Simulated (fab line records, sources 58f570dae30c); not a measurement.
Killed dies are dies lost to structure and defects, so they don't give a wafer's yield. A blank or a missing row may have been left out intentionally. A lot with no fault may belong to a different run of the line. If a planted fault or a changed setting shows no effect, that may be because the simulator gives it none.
Chamber matching -- flow berkeley cmos170 -- cmp-01 running UCB170_V1_CMP_02: 4 sister chambers
The step polishes SiO2. 8 wafers are shown with their chamber, then 7 later ones without.

EACH WAFER AND ITS CHAMBER
wafer,chamber,motor current A (A)
L521.5,2,15.2
L520.2,1,18.8
L520.3,3,14.9
L523.4,0,13.3
L523.5,0,12.9
L523.6,1,19.5
L529.2,2,15.5
L529.5,3,14.9

WAFERS WHOSE CHAMBER IS MISSING
wafer,motor current A (A)
L529.6,13.6
L535.1,20.0
L535.2,15.3
L535.6,14.7
L537.1,13.1
L537.2,16.1
L537.6,19.6

EACH ONE'S CHAMBER
wafer,from the rows above,in truth
L529.6,0,0
L535.1,1,1
L535.2,can't be placed: 2 or 3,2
L535.6,can't be placed: 3 or 2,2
L537.1,0,0
L537.2,can't be placed: 2 or 3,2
L537.6,1,1
Correct placement for 4 of the 7. Unplaceable from these rows: 3, with the true chamber sitting among the candidates in 3. Wrongly placed: 0.
How it was worked out, from the rows above alone: a wafer's distance from a chamber is the root of the sum, over the readings, of the square of ((its reading less the chamber's mean) divided by the reading's scatter). If the next closest chamber is less than 2 further off than the closest, the wafer can't be placed; otherwise it belongs to the closest. A chamber's mean is the mean of its shown wafers. The scatter: the root of (the sum of the squares of (reading less its chamber's mean) over the shown wafers, divided by (wafers less chambers)).
